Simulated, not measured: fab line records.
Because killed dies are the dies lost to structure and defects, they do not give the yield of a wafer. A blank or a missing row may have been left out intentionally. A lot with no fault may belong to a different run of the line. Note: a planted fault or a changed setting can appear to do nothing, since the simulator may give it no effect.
A struck lot beside a sound one + flow berkeley cmos170 + 15 out of 331 route steps
Sound: these wafers, L148.1, L148.3, L148.4. Struck: wafer L160.3. (L160.1, L160.6 of the same lot were not struck and are left out.) The cause comes at the end.
For every step that has rows: the tool of each side, followed by ch and its chambers, followed by its first start. Under that, the readings that differ: sound wafers + struck wafers + difference of the means + sigmas: that difference in standard deviations of wafers without a fault.
alike: a reading whose means differ by less than 2 such deviations, as well as words and numbers matching on both sides. not compared: withheld readings; readings where some wafer has no value; bounds like >300 that might hide an equal value; numbers whose values overlap and for which the record gives no deviation.
A row with sigmas, a row that says differs or no value, or rows on one side alone: a step with any of these is where the two part. When numbers do not overlap yet have no deviation, they are printed without sigmas and do not part them. A reading missing from all wafers of one side parts the sides only when that side holds two or more wafers.

first, 1 step without rows for these wafers: UCB170_CONTACT_SOFTBAKE_05 (time 60 s).
UCB170_CONTACT_STRIP_06: strips in O2.
  sound on plasma asher-02 ch 0,1, day 7 20:52; struck on plasma asher-02 ch 1, day 10 11:00
  alike: drypump motor current A, oes product au, strip time to endpoint s
  not compared: rf hours counter h
then, 1 step without rows for these wafers: UCB170_CONTACT_CLEAN_07 (cleans in SPM, time 600 s).
UCB170_CONTACT_RTA_08: time 10 s.
  sound on rtp anneal-02 ch 0, day 7 21:08; struck on rtp anneal-02 ch 0, day 10 11:17
  alike: lamp power pct, wafer_temp_C_max
then, 6 steps without rows for these wafers: UCB170_CONTACT_COAT_09; UCB170_CONTACT_COAT_10 (resist thk 900 nm); UCB170_CONTACT_SOFTBAKE_11 (time 60 s); UCB170_CONTACT_EXPOSE_12 (exposes mask CONT, target cd 700 nm); UCB170_CONTACT_PEB_13; UCB170_CONTACT_DEVELOP_14 (develop time 45 s).
UCB170_CONTACT_CD_MEAS_15: target cd 700 nm.
  struck on cd sem-02, day 10 12:34; sound on cd sem-02, day 7 22:11
  alike: cd nm
UCB170_CONTACT_OVL_MEAS_16:
  struck on overlay-01, day 10 12:41; sound on overlay-02, day 7 22:19
  alike: CONTACT_OVL
UCB170_CONTACT_ETCH_17: etches BARC in N2/H2.
  sound on rie diel-02 ch 0,2,3, day 7 22:21; struck on rie diel-01 ch 3, day 10 12:43
| reading                        | sound                | struck | difference | sigmas      |
|--------------------------------|----------------------|--------|------------|-------------|
| chamber pressure mTorr (mTorr) | 30.020 30.005 30.027 | 45.026 | +15.009    | +99 or more |
| drypump motor current A (A)    | 4.8 5.0 5.0          | 6.4    | +1.5       | +3          |
  alike: bias w, oes product au, throttle valve pct
UCB170_CONTACT_ETCH_18: etches PSG in CHF3/CF4/Ar, stops on TiSi2, target depth 840 nm, time 195 s.
  sound: rie diel-02 ch 0,2,3; struck: rie diel-01 ch 3
| reading                     | sound       | struck | difference | sigmas |
|-----------------------------|-------------|--------|------------|--------|
| drypump motor current A (A) | 4.9 5.0 5.0 | 6.5    | +1.5       | +3     |
  alike: CHF3_flow_sccm, chamber pressure mTorr, oes product au, throttle valve pct
  not compared: rf hours counter h
UCB170_M3_PROBE_99:
  only the struck wafers here have rows in the record (prober-01, day 11 10:55); the sound ones have none

WHERE THEY PART
At UCB170_CONTACT_ETCH_17 first; at UCB170_M3_PROBE_99 last (within this record only).

WHY: whatever the simulator had introduced
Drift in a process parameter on rie diel-01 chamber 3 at UCB170_CONTACT_ETCH_17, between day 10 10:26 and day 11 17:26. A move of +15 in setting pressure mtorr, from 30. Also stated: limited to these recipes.
